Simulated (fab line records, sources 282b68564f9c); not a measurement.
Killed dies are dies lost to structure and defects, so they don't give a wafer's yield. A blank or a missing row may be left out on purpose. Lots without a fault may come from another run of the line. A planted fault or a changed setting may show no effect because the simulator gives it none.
Which tool did it? | flow rit_cmos | 14 lots, 42 wafers sampled, at 2 steps of a route of 202

WHAT THE GAUGES READ, wafer by wafer
RIT_SPACER_THK_MEAS_04. Usual: SPACER_NITRIDE_THK 251.0 nm, standard deviation 2.2.
lot  | measured    | on            | SPACER_NITRIDE_THK (nm) | flag
L563 | day 2 21:32 | film_metro-03 | 246.9 245.0 246.0       |
L564 | day 3 02:08 | film_metro-01 | 250.8 254.0 254.4       |
L565 | day 3 08:43 | film_metro-01 | 252.9 254.3 253.3       |
L566 | day 3 14:58 | film_metro-04 | 253.8 254.2 253.8       |
L568 | day 3 21:59 | film_metro-03 | 251.3 249.3 251.9       |
L570 | day 4 09:38 | film_metro-01 | 252.0 251.5 249.1       |
L571 | day 4 15:25 | film_metro-04 | 252.0 250.9 250.9       |
L572 | day 4 18:41 | film_metro-01 | 251.3 253.6 251.8       |
L573 | day 5 00:20 | film_metro-03 | 248.8 248.1 247.4       |
L574 | day 5 05:16 | film_metro-04 | 252.1 251.8 253.7       |
L576 | day 5 16:56 | film_metro-01 | 249.7 248.4 250.2       |
L577 | day 5 20:19 | film_metro-03 | 249.7 249.1 250.6       |
L585 | day 7 12:20 | film_metro-01 | 143.3 142.6 141.8       | OFF
L586 | day 7 17:59 | film_metro-04 | 140.4 141.9 139.8       | OFF

WHICH TOOL RAN EACH LOT (tool, then ch and the chambers of the sampled wafers, then the start)
lot  | RIT_SPACER_CVD_03
L563 | lpcvd-01 ch 0, day 2 19:37
L564 | lpcvd-02 ch 1, day 3 00:11
L565 | lpcvd-02 ch 0, day 3 06:47
L566 | lpcvd-01 ch 1, day 3 12:04
L568 | lpcvd-02 ch 0, day 3 20:04
L570 | lpcvd-01 ch 0, day 4 07:44
L571 | lpcvd-02 ch 1, day 4 12:30
L572 | lpcvd-02 ch 1, day 4 16:46
L573 | lpcvd-02 ch 1, day 4 22:25
L574 | lpcvd-01 ch 0, day 5 03:19
L576 | lpcvd-01 ch 1, day 5 14:02
L577 | lpcvd-01 ch 1, day 5 18:23
L585 | lpcvd-02 ch 1, day 7 10:24
L586 | lpcvd-02 ch 1, day 7 16:04
- RIT_SPACER_CVD_03: deposits Si3N4 from SiH2Cl2/NH3, target thk 250 nm, time 3300 s.

WHAT THE TOOLS THEMSELVES READ (means of the sampled wafers that have a number; where no wafer has one, the mark that the record gives instead)
RIT_SPACER_CVD_03. Usual: sih2cl2_flow_sccm 60.03 sccm, standard deviation 0.16; spike_tc_centre_C 812.6 C, standard deviation 1.4.
lot  | tool     | sih2cl2_flow_sccm (sccm) | spike_tc_centre_C (C) | flag
L563 | lpcvd-01 | 59.98                    | 813.8                 |
L564 | lpcvd-02 | 60.00                    | 813.4                 |
L565 | lpcvd-02 | 59.94                    | 810.9                 |
L566 | lpcvd-01 | 59.86                    | 811.0                 |
L568 | lpcvd-02 | 60.01                    | 812.0                 |
L570 | lpcvd-01 | 60.17                    | 813.3                 |
L571 | lpcvd-02 | 59.97                    | 814.0                 |
L572 | lpcvd-02 | 60.12                    | 813.0                 |
L573 | lpcvd-02 | 60.14                    | 813.8                 |
L574 | lpcvd-01 | 60.03                    | 814.0                 |
L576 | lpcvd-01 | 60.00                    | 811.8                 |
L577 | lpcvd-01 | 59.75                    | 811.6                 |
L585 | lpcvd-02 | 60.01                    | 812.2                 |
L586 | lpcvd-02 | 60.22                    | 812.9                 |

THE ANSWER, worked out from the rows above alone
Rule: a lot is off if the mean of its wafers that have a number lies more than 3 standard deviations from the usual mean. A lot without any number at a reading at which 4 lots or more have one is off too. The other lots that the step has rows for count as sound. The gauges are gone through in route order, then the tools' own readings, and for those a lot's mean is taken as printed above. The first step at which some lot is off is used, and at that step the reading that is off furthest; a lot without a number counts as furthest.
Off: L585, L586, at RIT_SPACER_THK_MEAS_04 (SPACER_NITRIDE_THK).
A tool fits if, at a process step before that reading, it ran every lot that is off, and no sound lot after the first of them. The gauges at RIT_SPACER_THK_MEAS_04 are tried like those tools. One fits: lpcvd-02 at RIT_SPACER_CVD_03. Its last sound lot is L573 (day 4 22:25), its first lot that is off L585 (day 7 10:24): a fault that began between those two fits.

WHAT THE SIMULATOR HAD PUT IN
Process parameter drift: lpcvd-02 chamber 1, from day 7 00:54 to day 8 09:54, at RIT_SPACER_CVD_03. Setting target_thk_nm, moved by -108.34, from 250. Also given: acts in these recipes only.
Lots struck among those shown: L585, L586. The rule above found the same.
